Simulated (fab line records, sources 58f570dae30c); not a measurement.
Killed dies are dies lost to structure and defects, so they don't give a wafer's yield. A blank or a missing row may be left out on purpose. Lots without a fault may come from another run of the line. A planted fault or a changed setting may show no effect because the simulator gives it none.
Split-lot experiment | flow berkeley_cmos170 | 5 lots, 23 wafers read, on a route of 331 steps

THE SPLIT
At UCB170_GATE_COAT_07 (resist thk 900 nm), the setting spin_rpm was moved away from the recipe's 1500 rpm on 9 of the 23 wafers read, by -5.2% to +3.2%. The other wafers ran this setting at the recipe's value.

FROM THE SPLIT TO THE READING: what the file shows between them, 2 steps
- UCB170_GATE_DEVELOP_11: develop time 45 s (also split here: develop_time_s)
- UCB170_GATE_ETCH_14: etches BARC in N2/H2

THE READING
KrF_of_GATE_COAT_07.thk_nm (the simulator's own value, which no gauge read), in nm, at UCB170_GATE_ETCH_15 (etches poly-Si in HBr/Cl2, stops on SiO2, time 54.5 s, target depth 278.2 nm). The file gives no usual value for it. The 14 wafers here that ran the recipe average 780.1 nm, standard deviation 1.6 nm.

wafer  | tool, chamber at the split | spin_rpm as run, rpm | against the recipe | KrF_of_GATE_COAT_07.thk_nm, nm | against lot-mates on the recipe
L075.2 | litho_track-01, 0          | 1500                 | recipe             | 779.5                          | -
L075.3 | litho_track-01, 0          | 1500                 | recipe             | 777                            | -
L075.4 | litho_track-01, 0          | 1541                 | +2.7%              | 764.3                          | -14.2
L075.5 | litho_track-01, 0          | 1500                 | recipe             | 779                            | -
L075.6 | litho_track-01, 0          | 1541                 | +2.7%              | 768.4                          | -10.1
L079.1 | litho_track-03, 0          | 1500                 | recipe             | 781.8                          | -
L079.3 | litho_track-03, 0          | 1548                 | +3.2%              | 767.4                          | -13.6
L079.4 | litho_track-03, 0          | 1500                 | recipe             | 781.5                          | -
L079.5 | litho_track-03, 0          | 1548                 | +3.2%              | 767.7                          | -13.3
L079.6 | litho_track-03, 0          | 1500                 | recipe             | 779.7                          | -
L078.1 | litho_track-01, 0          | 1422                 | -5.2%              | 805.2                          | +25.0
L078.2 | litho_track-01, 0          | 1422                 | -5.2%              | 805.5                          | +25.3
L078.4 | litho_track-01, 0          | 1500                 | recipe             | 782.1                          | -
L078.5 | litho_track-01, 0          | 1500                 | recipe             | 778.2                          | -
L078.6 | litho_track-01, 0          | 1422                 | -5.2%              | 805.4                          | +25.2
L080.2 | litho_track-04, 0          | 1500                 | recipe             | 781.1                          | -
L080.4 | litho_track-04, 0          | 1500                 | recipe             | 782.8                          | -
L080.6 | litho_track-04, 0          | 1500                 | recipe             | 779.1                          | -
L085.2 | litho_track-04, 0          | 1500                 | recipe             | 778.2                          | -
L085.3 | litho_track-04, 0          | 1500                 | recipe             | 780.2                          | -
L085.4 | litho_track-04, 0          | 1446                 | -3.6%              | 801.3                          | +21.5
L085.5 | litho_track-04, 0          | 1500                 | recipe             | 780.9                          | -
L085.6 | litho_track-04, 0          | 1446                 | -3.6%              | 801.7                          | +21.9

THE FIT
A straight line over all 23 wafers: KrF_of_GATE_COAT_07.thk_nm changes by -4.9 nm for each +1% of spin_rpm; r = -0.99; the points scatter about the line by 2 nm.
The same after taking each lot's own level away (the mean of its wafers on the recipe; 23 wafers): -4.88 nm for each +1%; r = -0.99; scatter 1.8 nm.
On that fit, the largest move of spin_rpm shifts the reading by 25 nm.
The lots' own levels span 778.50 to 781.00 nm, that is 1.5 times the standard deviation above.
So the lot-to-lot level changes the slope little: the two slopes agree.
Check: with one of the wafers moved furthest among these (-5.2%) left out of the fit, the line predicts +26.3 nm for it against its lot-mates. It came out at +25 nm against them.

OTHER SPLITS ON THESE WAFERS
These wafers also went through other splits before the reading. Each is held against what the fit with the lots' levels taken away leaves over:
other split on the same wafers        | wafers away from the commonest value | r with KrF_of_GATE_COAT_07.thk_nm (lot level and that fit taken away)
UCB170_START_OXIDATION_02 ox_time_s   | 15                                   | +0.03
UCB170_GATE_DEVELOP_11 develop_time_s | 10                                   | -0.18

THE WHOLE CHAIN: every reading that the file lists as answering this split, in the file's order
step                | what it does                                                                 | reading                                                                     | change (the file's fit)              | r (the file's)
UCB170_GATE_COAT_07 | resist thk 900 nm                                                            | KrF_of_GATE_COAT_07.thk_nm (the simulator's own value, which no gauge read) | -4.66 nm for each +1% of the setting | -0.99
UCB170_GATE_ETCH_15 | etches poly-Si in HBr/Cl2, stops on SiO2, time 54.5 s, target depth 278.2 nm | KrF_of_GATE_COAT_07.thk_nm (the simulator's own value, which no gauge read) | -4.96 nm for each +1% of the setting | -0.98

THE FILE'S OWN FIT
KrF_of_GATE_COAT_07.thk_nm changes by -4.96 nm for each +1% of spin_rpm, r = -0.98.
